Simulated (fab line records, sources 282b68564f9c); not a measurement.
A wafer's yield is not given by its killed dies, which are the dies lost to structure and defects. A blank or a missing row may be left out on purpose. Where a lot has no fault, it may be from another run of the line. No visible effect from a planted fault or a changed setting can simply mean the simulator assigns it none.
The same fault as seen by 2 desks -- flow rit cmos -- numbers are kept per desk, each desk with only its own; the story behind them comes last

AT THE TOOL OWNER'S DESK: rie diel-04
The tool's own readings at RIT_ACTIVE_ETCH_13 (etches Si3N4 in SF6, stops on SiO2, time 210 s, target depth 210 nm): means of the sampled wafers that have a number, for each lot that ran on this tool. The brackets show how far a lot's mean lies from the usual mean; more than 4 standard deviations puts the lot out of limits, marked OUT.
Columns: A = drypump motor current A at RIT_ACTIVE_ETCH_13, usual 5.9 A; B = oes product au at RIT_ACTIVE_ETCH_13, usual 0.825 a.u.; C = throttle valve pct at RIT_ACTIVE_ETCH_13, usual 7.47 %
lot,first seen here,A,B,C
L644,day 3 03:31,5.5,0.837,7.35
L647,day 3 17:59,5.5,0.839,7.35
L648,day 3 23:00,5.8,0.821,7.45
Result from this desk: across the 3 lots, nothing is out of limits.

FROM THE METROLOGY DESK
Lot by lot, what the gauges showed, no matter which tool ran the lot: averages of those sampled wafers that carry a number. The brackets show how far a lot's mean lies from the usual mean; more than 4 standard deviations puts the lot out of limits, marked OUT.
Columns: A = ACTIVE_OXIDE_THK at RIT_ACTIVE_THK_MEAS_02, usual 47.0 nm; B = ACTIVE_NITRIDE_THK at RIT_ACTIVE_THK_MEAS_04, usual 150.4 nm; C = cd nm at RIT_ACTIVE_CD_MEAS_11, usual 1399.2 nm
lot,first seen here,A,B,C
L644,day 3 00:52,47.3,150.0,1397.2
L647,day 3 14:59,46.7,149.7,1399.1
L648,day 3 20:10,45.9,148.5,1399.2
L649,day 4 01:31,47.3,152.0,1399.5
L657,day 5 16:46,46.3,149.2,1396.0
Result from this desk: across the 5 lots, nothing is out of limits.

TAKEN TOGETHER
Nothing out of limits was seen by the tool owner's desk.
From the metrology desk's view, nothing was out of limits.

WHAT THE SIMULATOR PUT IN
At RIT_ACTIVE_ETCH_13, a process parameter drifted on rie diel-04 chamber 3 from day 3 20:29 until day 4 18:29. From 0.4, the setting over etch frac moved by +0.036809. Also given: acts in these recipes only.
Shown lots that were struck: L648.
